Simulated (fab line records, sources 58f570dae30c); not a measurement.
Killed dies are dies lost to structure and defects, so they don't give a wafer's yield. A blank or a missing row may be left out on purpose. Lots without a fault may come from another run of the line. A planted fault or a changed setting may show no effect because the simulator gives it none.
Tool commonality check | flow berkeley_cmos170 | 13 lots, 39 wafers sampled

WHY IT WAS OPENED
At UCB170_NWELL_THK_MEAS_05 the reading NWELL_NITRIDE_THK is flagged on 1 of 13 lots. Wafers without a fault read 223.5 nm, standard deviation 2.1.
Rule: a lot is flagged when every wafer of it that has a number lies more than 4 standard deviations from that mean, or none has a number. The other lots count as sound.

lot  | measured    | on            | NWELL_NITRIDE_THK (nm), wafer by wafer | flag
L293 | day 2 07:52 | film_metro-03 | 224.0 223.8 222.3                      |
L294 | day 2 13:55 | film_metro-02 | 220.6 220.6 221.4                      |
L295 | day 2 13:55 | film_metro-04 | 222.6 223.7 223.1                      |
L296 | day 2 20:28 | film_metro-04 | 223.0 221.1 222.6                      |
L297 | day 3 04:03 | film_metro-03 | 221.5 220.0 219.7                      |
L299 | day 3 10:45 | film_metro-04 | 221.2 226.1 223.5                      |
L300 | day 3 12:50 | film_metro-04 | 220.1 220.2 218.4                      |
L301 | day 3 18:00 | film_metro-03 | 156.5 154.1 157.2                      | FLAGGED
L312 | day 6 08:01 | film_metro-04 | 220.9 224.6 223.4                      |
L311 | day 6 08:02 | film_metro-03 | 220.8 223.0 222.4                      |
L313 | day 6 13:22 | film_metro-04 | 223.2 223.3 222.7                      |
L315 | day 6 21:07 | film_metro-02 | 224.6 226.3 226.5                      |
L316 | day 7 00:09 | film_metro-02 | 226.3 224.5 223.9                      |
The numbers of the flagged lots are 155.9 nm on average: -67.6 nm against the usual, or -32 standard deviations.

WHICH TOOL RAN EACH LOT
The record holds 1 process step before the reading, out of a route of 331 steps. In each cell: the tool, then ch and the chambers that the sampled wafers went through, then the start.
lot  | flag    | UCB170_NWELL_CVD_04
L293 |         | lpcvd-02 ch 1, day 2 05:55
L294 |         | lpcvd-02 ch 0, day 2 11:59
L295 |         | lpcvd-02 ch 0, day 2 11:59
L296 |         | lpcvd-01 ch 1, day 2 18:31
L297 |         | lpcvd-02 ch 0, day 3 02:07
L299 |         | lpcvd-02 ch 1, day 3 08:49
L300 |         | lpcvd-02 ch 1, day 3 10:53
L301 | FLAGGED | lpcvd-02 ch 1, day 3 16:04
L312 |         | lpcvd-01 ch 1, day 6 06:05
L311 |         | lpcvd-01 ch 0, day 6 06:05
L313 |         | lpcvd-01 ch 0, day 6 11:26
L315 |         | lpcvd-01 ch 0, day 6 19:10
L316 |         | lpcvd-01 ch 1, day 6 22:13
What these steps do:
- UCB170_NWELL_CVD_04: deposits Si3N4 from SiH2Cl2/NH3, target thk 224 nm, time 3360 s.
- UCB170_NWELL_THK_MEAS_05

FLAGGED OVER TOTAL, TOOL BY TOOL (the gauges that took the reading come last)
step                     | tool          | lots run | flagged | share of the flagged lots | sound lots run after its first flagged lot
UCB170_NWELL_CVD_04      | lpcvd-01      | 6        | 0       | none                      | -
UCB170_NWELL_CVD_04      | lpcvd-02      | 7        | 1       | all                       | 0
UCB170_NWELL_THK_MEAS_05 | film_metro-02 | 3        | 0       | none                      | -
UCB170_NWELL_THK_MEAS_05 | film_metro-03 | 4        | 1       | all                       | 1 (L311)
UCB170_NWELL_THK_MEAS_05 | film_metro-04 | 6        | 0       | none                      | -

WHAT THE TABLE ALLOWS
2 rows of the table ran every flagged lot: lpcvd-02 at UCB170_NWELL_CVD_04, film_metro-03 at UCB170_NWELL_THK_MEAS_05.
- lpcvd-02 at UCB170_NWELL_CVD_04: 1 of its 7 lots flagged. Its last sound lot is L300 (day 3 10:53), its first flagged lot L301 (day 3 16:04): a fault that began between those two fits.
- film_metro-03 at UCB170_NWELL_THK_MEAS_05: 1 of its 4 lots flagged. Sound lots ran on it after the first flagged one (L311), which a lasting fault on the whole tool wouldn't allow.
One tool is left: lpcvd-02 at UCB170_NWELL_CVD_04.

WHAT THE SIMULATOR HAD PUT IN
Process parameter drift: lpcvd-02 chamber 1, from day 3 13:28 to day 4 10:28, at UCB170_NWELL_CVD_04. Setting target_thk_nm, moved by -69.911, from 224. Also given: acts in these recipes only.
Lots struck among those shown: L301. The rule above found the same.
